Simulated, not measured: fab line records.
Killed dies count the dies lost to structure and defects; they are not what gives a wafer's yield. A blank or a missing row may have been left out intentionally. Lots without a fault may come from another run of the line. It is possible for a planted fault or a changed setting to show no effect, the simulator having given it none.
The same fault as seen by 2 desks || flow rit_cmos || numbers are kept per desk, each desk with only its own; the story behind them comes last

## AT THE TOOL OWNER'S DESK: implanter-03
The tool's own readings at RIT_NSD_IMPLANT_08, given as means over the sampled wafers that have a number, one for each lot that went through this tool. If a lot's mean is further than 4 standard deviations from the usual mean, the lot is out of limits and carries the mark OUT (the distance appears in the brackets).
Columns: A = dose_ions_cm2 at RIT_NSD_IMPLANT_08, usual 1e+15; B = end_station_pressure_torr at RIT_NSD_IMPLANT_08, usual 7.5e-06 Torr; C = faraday_current_uA at RIT_NSD_IMPLANT_08, usual 3119
{"lot": "L709", "first seen here": "day 3 02:41", "A": 1e+15, "B": 7.5e-06, "C": 3122}
{"lot": "L711", "first seen here": "day 3 16:10", "A": 1e+15, "B": 7.4e-06, "C": 3122}
{"lot": "L712", "first seen here": "day 3 19:05", "A": 1e+15, "B": 7.8e-06, "C": 3089}
{"lot": "L713", "first seen here": "day 4 00:05", "A": 1e+15, "B": 7.4e-06, "C": 3190}
{"lot": "L715", "first seen here": "day 4 08:44", "A": 1e+15, "B": 7.6e-06, "C": 3126}
{"lot": "L718", "first seen here": "day 5 06:27", "A": 1e+15, "B": 7.6e-06, "C": 3156}
{"lot": "L719", "first seen here": "day 5 08:02", "A": 1e+15, "B": 7.4e-06, "C": 3097}
{"lot": "L720", "first seen here": "day 5 11:35", "A": 1e+15, "B": 7.6e-06, "C": 3130}
{"lot": "L725", "first seen here": "day 6 11:51", "A": "2e+15 (+99 or more) OUT", "B": "9.0e-06 (+4.2) OUT", "C": "5347 (+38) OUT"}
{"lot": "L726", "first seen here": "day 6 16:23", "A": "2e+15 (+99 or more) OUT", "B": "9.3e-06 (+5.2) OUT", "C": "5468 (+40) OUT"}
This desk finds L725, L726 out of limits, L725 being first, at day 6 11:51 (dose_ions_cm2 at RIT_NSD_IMPLANT_08). In limits: L709, L711, L712, L713, L715, L718, L719, L720.

## FROM THE METROLOGY DESK
What the gauges read for every lot (on any tool): the sampled wafers with a number, averaged. If a lot's mean is further than 4 standard deviations from the usual mean, the lot is out of limits and carries the mark OUT (the distance appears in the brackets).
Columns: A = GATE_OVL at RIT_GATE_OVL_MEAS_17, usual -0.4 nm; B = NSD_TW at RIT_NSD_TW_MEAS_10, usual 3058; C = NSD_RS at RIT_SDANNEAL_RS_MEAS_05, usual 84.6 ohm/sq
{"lot": "L709", "first seen here": "day 2 16:02", "A": -1.2, "B": 3040, "C": 84.4}
{"lot": "L711", "first seen here": "day 3 05:43", "A": -0.3, "B": 3042, "C": 85.0}
{"lot": "L712", "first seen here": "day 3 08:28", "A": 0.0, "B": 3031, "C": 84.5}
{"lot": "L713", "first seen here": "day 3 10:20", "A": 0.4, "B": 3031, "C": 84.7}
{"lot": "L715", "first seen here": "day 3 20:50", "A": 0.4, "B": 3034, "C": 84.4}
{"lot": "L717", "first seen here": "day 4 08:27", "A": -0.3, "B": 3019, "C": 84.8}
{"lot": "L718", "first seen here": "day 4 19:08", "A": 1.7, "B": 3118, "C": 84.7}
{"lot": "L719", "first seen here": "day 4 21:41", "A": 0.3, "B": 3037, "C": 84.5}
{"lot": "L720", "first seen here": "day 4 23:12", "A": -3.8, "B": 3112, "C": 84.8}
{"lot": "L725", "first seen here": "day 6 01:19", "A": -0.1, "B": "3433 (+10) OUT", "C": "56.9 (-86) OUT"}
{"lot": "L726", "first seen here": "day 6 05:25", "A": 1.0, "B": "3398 (+9.4) OUT", "C": "56.6 (-87) OUT"}
{"lot": "L729", "first seen here": "day 6 21:44", "A": -0.3, "B": 3035, "C": 84.5}
{"lot": "L730", "first seen here": "day 6 23:21", "A": -0.7, "B": 3038, "C": 84.7}
{"lot": "L732", "first seen here": "day 7 09:22", "A": -2.0, "B": 3029, "C": 85.0}
This desk's result: L725, L726 out of limits, first on L725 (NSD_TW at RIT_NSD_TW_MEAS_10), day 6 12:11. In limits: L709, L711, L712, L713, L715, L717, L718, L719, L720, L729, L730, L732.

## PUT TOGETHER
The tool owner's desk could have raised an alarm at day 6 11:51, on L725, L726.
An alarm was possible from the metrology desk at day 6 12:11, on L725, L726.
The lots listed all ran RIT_NSD_IMPLANT_08 on implanter-03.

## WHAT THE SIMULATOR HAD PUT IN
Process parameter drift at RIT_NSD_IMPLANT_08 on implanter-03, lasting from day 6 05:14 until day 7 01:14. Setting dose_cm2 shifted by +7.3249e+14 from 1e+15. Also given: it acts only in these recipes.
Lots struck among those shown: L725, L726.
Counting hours from when the fault started, the first reading out of limits came at 7 for the tool owner's desk and at 7 for the metrology desk.
